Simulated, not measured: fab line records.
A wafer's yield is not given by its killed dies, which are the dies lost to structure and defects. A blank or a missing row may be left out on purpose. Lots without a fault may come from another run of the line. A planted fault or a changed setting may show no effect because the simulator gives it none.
Chamber matching + flow berkeleyCmos170 + UCB170_V2_CVD_00 on pecvd-04 has 3 sister chambers
The step deposits SiO2 from TEOS/O2, target thk 2000 nm, time 250 s. 14 wafers are shown with their chamber, then 7 later ones without.

WAFERS WITH THEIR CHAMBER
| wafer  | chamber | heaterPowerW (W) |
|--------|---------|------------------|
| L649.2 | 0       | 242              |
| L649.5 | 0       | 176              |
| L649.6 | 2       | 196              |
| L650.2 | 2       | 199              |
| L650.4 | 0       | 176              |
| L650.5 | 2       | 134              |
| L655.2 | 1       | 268              |
| L655.3 | 2       | 146              |
| L655.4 | 0       | 180              |
| L654.2 | 0       | 224              |
| L654.4 | 0       | 173              |
| L654.6 | 2       | 135              |
| L660.2 | 1       | 290              |
| L660.3 | 2       | 172              |

SIGNATURES (means of the wafers above)
| reading      | chamber 0 | chamber 1 | chamber 2 | scatter within a chamber |
|--------------|-----------|-----------|-----------|--------------------------|
| heaterPowerW | 195.17    | 279.00    | 163.67    | 28.8                     |
Rule: for each reading, subtract the chamber's mean from the wafer's reading, divide by that reading's scatter and square the result; add these up over the readings and take the root, which gives the wafer's distance from the chamber. The wafer belongs to the nearest chamber; if the next one is less than 2 further off, it can't be placed. The scatter is the square root of a quotient: the sum, over the shown wafers, of each reading's squared deviation from its chamber's mean, divided by wafers minus chambers.

WAFERS WITH NO CHAMBER GIVEN
| wafer  | heaterPowerW (W) |
|--------|------------------|
| L660.4 | 204              |
| L665.1 | 229              |
| L665.4 | 193              |
| L665.5 | 172              |
| L666.4 | 257              |
| L666.5 | 130              |
| L666.6 | 213              |

WHICH CHAMBER EACH ONE RAN IN
| wafer  | from the rows above          | in truth |
|--------|------------------------------|----------|
| L660.4 | can't be placed: 0 or 2      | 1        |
| L665.1 | can't be placed: 0 or 1 or 2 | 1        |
| L665.4 | can't be placed: 0 or 2      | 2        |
| L665.5 | can't be placed: 2 or 0      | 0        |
| L666.4 | can't be placed: 1 or 0      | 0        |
| L666.5 | can't be placed: 2 or 0      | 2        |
| L666.6 | can't be placed: 0 or 2 or 1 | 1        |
0 of 7 placed correctly. Cannot be placed on the basis of these rows: 7; the candidates contain the true chamber in 6. Number placed wrongly: 0.
